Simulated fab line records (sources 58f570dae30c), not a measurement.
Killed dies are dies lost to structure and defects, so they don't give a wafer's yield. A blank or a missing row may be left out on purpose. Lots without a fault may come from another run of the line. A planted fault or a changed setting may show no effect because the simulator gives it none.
Chamber matching | flow berkeleyCmos170 | UCB170_V1_CMP_02 on cmp-01: 4 sister chambers
The step polishes SiO2. 8 wafers are shown with their chamber, then 8 later ones without.

WAFERS WITH THEIR CHAMBER
wafer  | chamber | motorCurrentA (A) | platenRpm (rpm)
L227.1 | 2       | 14.5              | 60.03
L227.5 | 1       | 12.1              | 60.00
L229.3 | 1       | 12.8              | 59.96
L230.4 | 2       | 14.6              | 60.00
L233.2 | 3       | 17.5              | 60.02
L233.4 | 0       | 16.7              | 59.95
L233.5 | 0       | 17.2              | 60.03
L236.2 | 3       | 17.2              | 60.06

WAFERS WITH NO CHAMBER GIVEN
wafer  | motorCurrentA (A) | platenRpm (rpm)
L236.4 | 14.5              | 60.03
L236.5 | 17.5              | 59.96
L241.1 | 13.2              | 60.03
L241.2 | 14.1              | 60.01
L241.5 | 16.8              | 59.94
L240.2 | 15.9              | 59.96
L240.3 | 14.1              | 60.05
L240.6 | 16.9              | 59.95

EACH ONE'S CHAMBER
wafer  | from the rows above          | in truth
L236.4 | 2                            | 2
L236.5 | can't be placed: 0 or 3      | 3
L241.1 | can't be placed: 1 or 2      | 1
L241.2 | 2                            | 2
L241.5 | can't be placed: 0 or 3      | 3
L240.2 | can't be placed: 0 or 2 or 3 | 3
L240.3 | 2                            | 2
L240.6 | can't be placed: 0 or 3      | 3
Correctly placed: 3 of 8. Not placeable from these rows: 5 (in 5, the candidates include the true chamber). Number placed wrongly: 0.
How it was worked out, from the rows above alone: a wafer's distance from a chamber is the root of the sum, over the readings, of the square of ((its reading less the chamber's mean) divided by the reading's scatter). The wafer belongs to the nearest chamber; if the next one is less than 2 further off, it can't be placed. A chamber's mean is the mean of its shown wafers. How the scatter is found: for the shown wafers, subtract from each reading the mean of its chamber, square and add these, divide the total by (wafers less chambers), then take the root.
